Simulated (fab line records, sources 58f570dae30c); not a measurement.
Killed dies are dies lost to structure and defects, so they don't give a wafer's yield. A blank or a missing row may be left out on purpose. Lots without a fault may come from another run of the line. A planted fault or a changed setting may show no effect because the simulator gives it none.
Which tool did it? | flow berkeley_cmos170 | 13 lots, 39 wafers sampled, at 4 steps of a route of 331

WHAT THE GAUGES READ, wafer by wafer
UCB170_M1_OVL_MEAS_10. Usual: M1_OVL 7 nm, standard deviation 5.1.
lot  | measured     | on         | M1_OVL (nm) | flag
L424 | day 7 13:55  | overlay-02 | 7 3 5       |
L423 | day 7 16:31  | overlay-01 | 6 11 12     |
L427 | day 7 20:36  | overlay-02 | 9 9 2       |
L426 | day 7 21:14  | overlay-02 | 12 3 4      |
L429 | day 7 22:12  | overlay-02 | 2 2 3       |
L428 | day 7 22:37  | overlay-01 | 2 5 2       |
L430 | day 8 16:18  | overlay-01 | 11 7 6      |
L432 | day 8 22:07  | overlay-02 | 1 -1 2      |
L437 | day 9 17:21  | overlay-02 | 9 10 6      |
L441 | day 11 00:08 | overlay-01 | 11 11 13    |
L446 | day 11 23:06 | overlay-01 | -2 7 6      |
L443 | day 11 23:07 | overlay-02 | 8 10 9      |
L445 | day 12 01:01 | overlay-02 | -1 1 5      |

UCB170_V2_BOW_MEAS_03. Usual: V2_BOW 37 um, standard deviation 7.1.
lot  | measured     | on            | V2_BOW (um) | flag
L424 | day 7 22:52  | film_metro-03 | 37 28 39    |
L423 | day 8 01:37  | film_metro-02 | 38 42 41    |
L427 | day 8 09:38  | film_metro-03 | 26 26 31    |
L426 | day 8 10:14  | film_metro-02 | 41 32 40    |
L429 | day 8 10:11  | film_metro-04 | 48 34 30    |
L428 | day 8 09:56  | film_metro-03 | 41 55 36    |
L430 | day 9 04:07  | film_metro-03 | 31 26 35    |
L432 | day 9 10:53  | film_metro-02 | 42 37 41    |
L437 | day 10 05:04 | film_metro-03 | 28 39 29    |
L441 | day 11 11:56 | film_metro-02 | 39 24 44    |
L446 | day 12 09:03 | film_metro-04 | 37 25 27    |
L443 | day 12 09:17 | film_metro-03 | 52 34 42    |
L445 | day 12 13:25 | film_metro-03 | 34 29 30    |

UCB170_M3_OVL_MEAS_16. Usual: M3_OVL 0 nm, standard deviation 5.3.
lot  | measured     | on         | M3_OVL (nm) | flag
L424 | day 8 02:54  | overlay-02 | 6 2 9       |
L423 | day 8 08:56  | overlay-02 | 0 -2 -4     |
L427 | day 8 14:40  | overlay-02 | 6 -4 3      |
L426 | day 8 15:06  | overlay-01 | -1 -7 0     |
L429 | day 8 14:53  | overlay-02 | 2 7 -2      |
L428 | day 8 14:23  | overlay-01 | 1 6 5       |
L430 | day 9 09:56  | overlay-01 | -2 0 -2     |
L432 | day 9 16:21  | overlay-01 | -1 -5 -1    |
L437 | day 10 09:32 | overlay-02 | -4 -7 3     |
L441 | day 11 16:08 | overlay-02 | -4 -4 -2    |
L446 | day 12 14:17 | overlay-02 | -1 -4 4     |
L443 | day 12 14:34 | overlay-01 | -1 -4 -7    |
L445 | day 12 18:52 | overlay-01 | -6 3 -5     |

WHICH TOOL RAN EACH LOT (tool, then ch and the chambers of the sampled wafers, then the start)
lot  | UCB170_M3_EXPOSE_12
L424 | krf_scanner-02 ch 0, day 8 02:13
L423 | krf_scanner-01 ch 0, day 8 07:54
L427 | krf_scanner-02 ch 0, day 8 13:59
L426 | krf_scanner-01 ch 0, day 8 14:35
L429 | krf_scanner-02 ch 0, day 8 14:20
L428 | krf_scanner-02 ch 0, day 8 13:47
L430 | krf_scanner-02 ch 0, day 9 09:26
L432 | krf_scanner-02 ch 0, day 9 15:39
L437 | krf_scanner-01 ch 0, day 10 09:01
L441 | krf_scanner-01 ch 0, day 11 15:39
L446 | krf_scanner-01 ch 0, day 12 13:34
L443 | krf_scanner-01 ch 0, day 12 13:55
L445 | krf_scanner-01 ch 0, day 12 18:10
- UCB170_M3_EXPOSE_12: exposes mask METAL3, target cd 700 nm.

WHAT THE TOOLS THEMSELVES READ (means of the sampled wafers that have a number; where no wafer has one, the mark that the record gives instead)
UCB170_M3_EXPOSE_12. Usual: exposure_dose_mJ_cm2 25.980, standard deviation 0.024.
lot  | tool           | exposure_dose_mJ_cm2 | flag
L424 | krf_scanner-02 | 25.981               |
L423 | krf_scanner-01 | 26.008               |
L427 | krf_scanner-02 | 25.982               |
L426 | krf_scanner-01 | 25.961               |
L429 | krf_scanner-02 | 26.012               |
L428 | krf_scanner-02 | 25.971               |
L430 | krf_scanner-02 | 25.996               |
L432 | krf_scanner-02 | 25.805               | OFF
L437 | krf_scanner-01 | 25.969               |
L441 | krf_scanner-01 | 25.951               |
L446 | krf_scanner-01 | 25.964               |
L443 | krf_scanner-01 | 25.983               |
L445 | krf_scanner-01 | 25.948               |

THE ANSWER, worked out from the rows above alone
Rule: a lot is off if the mean of its wafers that have a number lies more than 3 standard deviations from the usual mean. A lot without any number at a reading at which 4 lots or more have one is off too. The other lots that the step has rows for count as sound. The gauges are gone through in route order, then the tools' own readings, and for those a lot's mean is taken as printed above. The first step at which some lot is off is used, and at that step the reading that is off furthest; a lot without a number counts as furthest.
Off: L432, at UCB170_M3_EXPOSE_12 (exposure_dose_mJ_cm2).
A tool fits if, at that step or a process step before it, it ran every lot that is off, and no sound lot after the first of them. One fits: krf_scanner-02 at UCB170_M3_EXPOSE_12. Its last sound lot is L430 (day 9 09:26), its first lot that is off L432 (day 9 15:39): a fault that began between those two fits.
The tool's own readings at UCB170_M3_EXPOSE_12 bear it out: on the lots that are off they differ by more than 5 times the standard deviation of the sound lots' means. exposure_dose_mJ_cm2 reads 25.805 there against 25.977 on the sound lots.

WHAT THE SIMULATOR HAD PUT IN
Process parameter drift: krf_scanner-02, from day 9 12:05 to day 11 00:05, at UCB170_M3_EXPOSE_12. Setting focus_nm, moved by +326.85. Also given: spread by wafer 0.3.
Lots struck among those shown: L432. The rule above found the same.
